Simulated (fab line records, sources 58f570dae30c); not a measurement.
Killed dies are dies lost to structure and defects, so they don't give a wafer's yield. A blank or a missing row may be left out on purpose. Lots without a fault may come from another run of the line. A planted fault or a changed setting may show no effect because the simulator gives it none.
Which tool did it? | flow berkeley_cmos170 | 6 lots, 18 wafers sampled, at 1 step of a route of 331

WHAT THE GAUGES READ, wafer by wafer
UCB170_NSD_OVL_MEAS_07.
lot  | measured     | on         | NSD_OVL (nm)
L973 | day 6 17:40  | overlay-01 | -15 -4 -12
L976 | day 7 06:43  | overlay-01 | 2 -9 -4
L979 | day 7 21:35  | overlay-01 | 0 4 7
L981 | day 8 09:46  | overlay-02 | 2 -3 -1
L985 | day 9 10:15  | overlay-02 | -1 -5 -8
L989 | day 10 20:36 | overlay-02 | -3 1 -4

WHICH TOOL RAN EACH LOT (tool, then ch and the chambers of the sampled wafers, then the start)
The record holds no process step before these readings.

THE ANSWER, worked out from the rows above alone
Rule: what is usual is taken from the lots themselves. Put in order of their means at a reading, lots are off if they are a third of the lots or fewer, leave a main group of 4 or more, and stand apart from it by a gap of 3 or more times the standard deviation of the main group's means; of several such gaps the widest counts. A main group whose means are all the same, to the digits that the tables above print for the reading, isn't used. A lot without any number at a reading at which 4 lots or more have one is off too. The other lots that the step has rows for count as sound.
No lot is off at any reading shown: from this, nothing can be told.

WHAT THE SIMULATOR HAD PUT IN
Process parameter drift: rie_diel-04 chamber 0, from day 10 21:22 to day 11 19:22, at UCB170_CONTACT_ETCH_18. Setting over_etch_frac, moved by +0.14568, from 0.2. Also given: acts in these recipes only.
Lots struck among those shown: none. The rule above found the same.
